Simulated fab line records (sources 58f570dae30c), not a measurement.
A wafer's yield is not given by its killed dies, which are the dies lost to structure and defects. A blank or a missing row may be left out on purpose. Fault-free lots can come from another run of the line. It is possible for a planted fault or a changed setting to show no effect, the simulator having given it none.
Matching of chambers / flow berkeley cmos170 / 4 sister chambers for UCB170_SCREENOX_WET_ETCH_00 on wet bench-03
The step etches SiO2 in dHF, time 200 s. 4 wafers are shown with their chamber, then 10 later ones without.

## WAFERS WITH THEIR CHAMBER
wafer=L799.6; chamber=3; temp c (C)=24.97
wafer=L800.6; chamber=1; temp c (C)=25.07
wafer=L802.6; chamber=2; temp c (C)=24.96
wafer=L805.4; chamber=0; temp c (C)=25.14

## WAFERS WITH NO CHAMBER GIVEN
wafer=L805.5; temp c (C)=25.12
wafer=L803.1; temp c (C)=25.08
wafer=L803.3; temp c (C)=25.13
wafer=L803.5; temp c (C)=25.13
wafer=L806.4; temp c (C)=25.13
wafer=L806.5; temp c (C)=25.17
wafer=L806.6; temp c (C)=25.11
wafer=L811.2; temp c (C)=25.04
wafer=L811.3; temp c (C)=24.98
wafer=L811.5; temp c (C)=24.98

## CHAMBER TAKEN BY EACH
wafer=L805.5; from the rows above=can't be placed: 0 or 1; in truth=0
wafer=L803.1; from the rows above=1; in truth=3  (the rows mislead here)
wafer=L803.3; from the rows above=0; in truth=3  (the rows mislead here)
wafer=L803.5; from the rows above=0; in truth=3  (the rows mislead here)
wafer=L806.4; from the rows above=0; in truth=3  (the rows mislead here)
wafer=L806.5; from the rows above=0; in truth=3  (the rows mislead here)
wafer=L806.6; from the rows above=can't be placed: 0 or 1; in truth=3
wafer=L811.2; from the rows above=1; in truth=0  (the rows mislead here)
wafer=L811.3; from the rows above=can't be placed: 3 or 2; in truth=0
wafer=L811.5; from the rows above=can't be placed: 3 or 2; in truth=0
Placed correctly: 0 of 10. From these rows, 4 cannot be placed; in 1 the true chamber is one of the candidates. 6 placed wrongly.
How it was worked out, from the rows above alone: a wafer's distance from a chamber is the root of the sum, over the readings, of the square of ((its reading less the chamber's mean) divided by the reading's scatter). If the next closest chamber is less than 2 further off than the closest, the wafer can't be placed; otherwise it belongs to the closest. For every chamber, the mean is computed from those of its wafers that are shown. The scatter: with one shown wafer a chamber, the root of the mean of the squares of how far each hidden wafer lies from its nearest shown one.
